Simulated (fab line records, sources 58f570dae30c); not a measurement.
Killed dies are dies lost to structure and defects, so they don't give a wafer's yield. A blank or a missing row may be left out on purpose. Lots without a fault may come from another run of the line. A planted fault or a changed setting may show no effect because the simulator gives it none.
Chamber matching | flow berkeley_cmos170 | UCB170_FIELD_WET_ETCH_05 on wet_bench-03: 3 sister chambers
The step etches Si3N4 in H3PO4, time 12320 s. 3 wafers are shown with their chamber, then 8 later ones without.

WAFERS WITH THEIR CHAMBER
wafer  | chamber | bath_heat_duty_pct (%)
L331.6 | 1       | 30
L333.6 | 2       | 24
L334.1 | 0       | 25

WAFERS WITHOUT THEIR CHAMBER
wafer  | bath_heat_duty_pct (%)
L334.4 | 26
L334.5 | 28
L335.2 | 25
L335.4 | 26
L335.6 | 27
L336.4 | 29
L336.5 | 29
L336.6 | 29

WHICH CHAMBER EACH WENT THROUGH
wafer  | from the rows above          | in truth
L334.4 | can't be placed: 0 or 2      | 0
L334.5 | can't be placed: 1 or 0 or 2 | 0
L335.2 | can't be placed: 0 or 2      | 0
L335.4 | can't be placed: 0 or 2      | 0
L335.6 | can't be placed: 0 or 1 or 2 | 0
L336.4 | 1                            | 1
L336.5 | 1                            | 1
L336.6 | 1                            | 1
Placed correctly: 3 of 8. Can't be placed from these rows: 5 (the true chamber is among the candidates in 5). Placed wrongly: 0.
How it was worked out, from the rows above alone: a wafer's distance from a chamber is the root of the sum, over the readings, of the square of ((its reading less the chamber's mean) divided by the reading's scatter). The wafer belongs to the nearest chamber; if the next one is less than 2 further off, it can't be placed. A chamber's mean is the mean of its shown wafers. The scatter: with one shown wafer a chamber, the root of the mean of the squares of how far each hidden wafer lies from its nearest shown one.
